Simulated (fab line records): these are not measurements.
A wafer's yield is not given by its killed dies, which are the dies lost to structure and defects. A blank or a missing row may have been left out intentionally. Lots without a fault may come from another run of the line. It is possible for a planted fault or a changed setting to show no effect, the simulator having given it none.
Code-filled problem report in 8D (eight disciplines) form + flow berkeley_cmos170 + the parts of the form that need people (team, actions taken, sign-off) are left out

## 1. WHAT WENT WRONG
At UCB170_M1_ANNEAL_14, tube_center_temp_C averages 480 C over 9 wafers from 3 lots, while fault-free wafers read 400 C, standard deviation 0.036. That is +99 or more standard deviations from the usual mean.
The step: time 1200 s.
Seen first at day 10 15:22 on furnace-03, wafer L956.2. The record holds 45 wafers of 15 lots with a number at this step. The rule behind "out" and "out of limits": a value lying over 4 standard deviations away from the usual mean. The rest of the wafers with a number are treated as sound.

## 2. WHAT IT IS; WHAT IT IS NOT
| question                    | is                                                                                                                                                                   | is not                                                                 |
|-----------------------------|----------------------------------------------------------------------------------------------------------------------------------------------------------------------|------------------------------------------------------------------------|
| which readings at this step | tube_center_temp_C, spike_tc_centre_C, spike_tc_load_C, spike_tc_source_C, tube_center_temp_C_max, zone_power_centre_pct, zone_power_load_pct, zone_power_source_pct | -                                                                      |
| which lots                  | L955, L956, L957                                                                                                                                                     | L942, L944, L945, L946, L947, L948, L949, L950, L951, L952, L953, L954 |
| which wafers of those lots  | all that have a number                                                                                                                                               | -                                                                      |
| read on which tools         | furnace-03                                                                                                                                                           | -                                                                      |
| when                        | from day 10 15:22                                                                                                                                                    | up to then (36 sound wafers)                                           |

## 3. THE SUSPECTS, EACH WITH WHAT RULES IT OUT
Counting: any tool at a process step up to the reading is kept as a suspect provided that every lot that is out went through it and no sound lot did after the first of them.
- furnace-03 at UCB170_M1_ANNEAL_14 (time 1200 s): kept. All lots that are out passed through it, beginning with L956 at day 10 15:22, and no sound lot followed; its final sound lot before that point was L954 at day 10 12:07. Out on those wafers are its own readings of spike_tc_centre_C, spike_tc_load_C, spike_tc_source_C, tube_center_temp_C, tube_center_temp_C_max, zone_power_centre_pct, zone_power_load_pct, zone_power_source_pct.
Remaining after the count: furnace-03 at UCB170_M1_ANNEAL_14.

## 4. THE CAUSE (what the simulator had put in)
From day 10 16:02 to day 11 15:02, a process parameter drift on furnace-03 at UCB170_M1_ANNEAL_14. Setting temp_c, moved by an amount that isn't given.
Only this tool survived the counting.

## 5. THE CHAIN OF EFFECTS, in route order
Each row: a reading whose mean over the struck wafers that have a number lies more than 3 standard deviations from the usual. Scope: only readings with a usual standard deviation given in the record; hours: median across lots of the time from each lot's start at the first step in this table that gives one to its start at this step; sigmas: change in usual standard deviations.
| hours | step                | reading                | usual   | on struck wafers | change | sigmas      |
|-------|---------------------|------------------------|---------|------------------|--------|-------------|
| 0     | UCB170_M1_ANNEAL_14 | spike_tc_centre_C      | 402.7 C | 483.1            | +80.4  | +86         |
| 0     | UCB170_M1_ANNEAL_14 | spike_tc_load_C        | 418.5 C | 499.5            | +81.0  | +81         |
| 0     | UCB170_M1_ANNEAL_14 | spike_tc_source_C      | 419.3 C | 500.4            | +81.1  | +74         |
| 0     | UCB170_M1_ANNEAL_14 | tube_center_temp_C     | 400 C   | 480              | +80    | +99 or more |
| 0     | UCB170_M1_ANNEAL_14 | tube_center_temp_C_max | 401.03  | 481.09           | +80.06 | +99 or more |
| 0     | UCB170_M1_ANNEAL_14 | zone_power_centre_pct  | 18.40 % | 22.47            | +4.07  | +24         |
| 0     | UCB170_M1_ANNEAL_14 | zone_power_load_pct    | 5.92 %  | 8.13             | +2.21  | +41         |
| 0     | UCB170_M1_ANNEAL_14 | zone_power_source_pct  | 5.22 %  | 7.08             | +1.86  | +36         |
It contains these process steps:
- UCB170_M1_ANNEAL_14: time 1200 s.
Later measuring or inspecting steps at which every struck wafer that the step has a row for has a number for every such reading, and none has moved that far: UCB170_V1_CD_MEAS_90, UCB170_V2_BOW_MEAS_03.

## 6. WHAT WOULD HAVE CAUGHT IT SOONER
In this record the first reading out of limits was taken at day 10 15:22.
